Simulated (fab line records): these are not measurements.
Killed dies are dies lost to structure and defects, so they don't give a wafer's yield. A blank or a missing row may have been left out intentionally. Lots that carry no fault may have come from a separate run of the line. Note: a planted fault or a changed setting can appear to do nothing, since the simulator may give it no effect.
Which tool was responsible? | flow rit_cmos | 13 lots, 39 wafers sampled, at 4 steps of a route of 202

== WHAT EACH GAUGE READ, for each wafer ==
RIT_NRETRO_OVL_MEAS_06.
lot  | measured    | on         | NRETRO_OVL (nm)
L142 | day 2 07:29 | overlay-02 | -0.6 -1.3 -2.5
L143 | day 2 12:42 | overlay-02 | -2.5 -1.7 -1.7
L145 | day 2 23:49 | overlay-02 | -3.4 -3.2 -2.5
L147 | day 3 11:02 | overlay-01 | -1.3 -0.1 -0.1
L150 | day 3 22:55 | overlay-01 | - - -
L152 | day 4 10:22 | overlay-01 | -2.5 -2.3 -1.7
L156 | day 5 05:42 | overlay-02 | 0.0 -2.1 -0.7
L159 | day 5 19:30 | overlay-02 | -1.4 0.2 0.9
L161 | day 6 06:14 | overlay-01 | -0.5 -0.3 1.7
L162 | day 6 11:49 | overlay-01 | -2.9 -0.8 -2.5
L163 | day 6 14:46 | overlay-02 | -1.4 -0.7 -1.4
L164 | day 6 20:28 | overlay-02 | 0.4 -1.5 -1.2
L165 | day 7 04:41 | overlay-02 | -2.7 -1.3 -1.9

RIT_NRETRO_TW_MEAS_10.
lot  | measured    | on            | NRETRO_TW
L142 | day 2 08:07 | film_metro-03 | 1043 1047 1045
L143 | day 2 13:19 | film_metro-03 | 1050 1050 1046
L145 | day 3 00:26 | film_metro-02 | 1042 1048 1046
L147 | day 3 11:39 | film_metro-04 | 1053 1049 1052
L150 | day 3 23:32 | film_metro-02 | 30 30 30
L152 | day 4 10:58 | film_metro-03 | 1047 1050 1050
L156 | day 5 06:19 | film_metro-02 | 1039 1040 1034
L159 | day 5 20:07 | film_metro-04 | 1047 1050 1042
L161 | day 6 06:51 | film_metro-03 | 1057 1058 1056
L162 | day 6 12:25 | film_metro-03 | 1056 1058 1055
L163 | day 6 15:23 | film_metro-02 | 1039 1038 1042
L164 | day 6 21:04 | film_metro-04 | 1060 1064 1065
L165 | day 7 05:19 | film_metro-04 | 1048 1042 1050

RIT_PRETRO_TW_MEAS_10.
lot  | measured    | on            | PRETRO_TW
L142 | day 2 09:47 | film_metro-02 | 475 478 477
L143 | day 2 14:52 | film_metro-02 | 473 474 476
L145 | day 3 01:59 | film_metro-01 | 465 467 463
L147 | day 3 13:12 | film_metro-01 | 465 468 467
L150 | day 4 01:13 | film_metro-02 | 1066 1064 1060
L152 | day 4 12:54 | film_metro-02 | 475 471 472
L156 | day 5 07:59 | film_metro-03 | 478 479 479
L159 | day 5 21:47 | film_metro-02 | 476 474 473
L161 | day 6 08:34 | film_metro-03 | 481 479 480
L162 | day 6 14:06 | film_metro-03 | 481 481 482
L163 | day 6 16:56 | film_metro-02 | 474 472 474
L164 | day 6 22:45 | film_metro-03 | 481 483 477
L165 | day 7 06:59 | film_metro-03 | 480 477 479

== EACH LOT AND THE TOOL THAT RAN IT (in order: tool; ch and the chambers of the sampled wafers; start) ==
lot  | RIT_NRETRO_EXPOSE_03
L142 | iline_stepper-02 ch 0, day 2 07:04
L143 | iline_stepper-01 ch 0, day 2 12:16
L145 | iline_stepper-02 ch 0, day 2 23:25
L147 | iline_stepper-01 ch 0, day 3 10:37
L150 | iline_stepper-01 ch 0, day 3 22:29
L152 | iline_stepper-02 ch 0, day 4 09:56
L156 | iline_stepper-02 ch 0, day 5 05:17
L159 | iline_stepper-01 ch 0, day 5 18:49
L161 | iline_stepper-02 ch 0, day 6 05:49
L162 | iline_stepper-01 ch 0, day 6 11:23
L163 | iline_stepper-01 ch 0, day 6 14:21
L164 | iline_stepper-01 ch 0, day 6 20:02
L165 | iline_stepper-01 ch 0, day 7 04:17
- RIT_NRETRO_EXPOSE_03: exposes mask M4, target cd 43900 nm.

== AS READ BY THE TOOLS THEMSELVES (means over the sampled wafers that have a number; for cases with no such wafer, the mark the record gives instead) ==
RIT_NRETRO_EXPOSE_03.
lot  | tool             | exposure_dose_mJ_cm2
L142 | iline_stepper-02 | 249.88
L143 | iline_stepper-01 | 249.82
L145 | iline_stepper-02 | 249.70
L147 | iline_stepper-01 | 250.02
L150 | iline_stepper-01 | 249.84
L152 | iline_stepper-02 | 249.89
L156 | iline_stepper-02 | 250.05
L159 | iline_stepper-01 | 249.90
L161 | iline_stepper-02 | 250.11
L162 | iline_stepper-01 | 250.07
L163 | iline_stepper-01 | 249.90
L164 | iline_stepper-01 | 250.23
L165 | iline_stepper-01 | 249.77

== THE ANSWER, worked out from the rows above alone ==
Rule: the lots themselves supply what counts as usual. Put in order of their means at a reading, lots are off if they are a third of the lots or fewer, leave a main group of 4 or more, and stand apart from it by a gap of 3 or more times the standard deviation of the main group's means; of several such gaps the widest counts. The tables above print the reading to a certain number of digits; a main group whose means all agree to those digits is not used. A lot without any number at a reading at which 4 lots or more have one is off too. All remaining lots with rows at the step are treated as sound. The gauges are gone through in route order, then the tools' own readings, and for those a lot's mean is taken as printed above. The first step at which some lot is off is used, and at that step the reading that is off furthest; a lot without a number counts as furthest.
Off: L150, at RIT_NRETRO_OVL_MEAS_06 (NRETRO_OVL). Without a number there: L150. Mean -1.3 nm and standard deviation 0.93 in the main group.
If a tool, at a process step before that reading, ran all the lots that are off and no sound lot after the first of them, it fits. The gauges at RIT_NRETRO_OVL_MEAS_06 aren't tried: what is off there is off at RIT_NRETRO_TW_MEAS_10 too, on other tools, and a gauge's error can't cause that. Not one of the candidates tried fits.

== WHAT THE SIMULATOR PUT IN ==
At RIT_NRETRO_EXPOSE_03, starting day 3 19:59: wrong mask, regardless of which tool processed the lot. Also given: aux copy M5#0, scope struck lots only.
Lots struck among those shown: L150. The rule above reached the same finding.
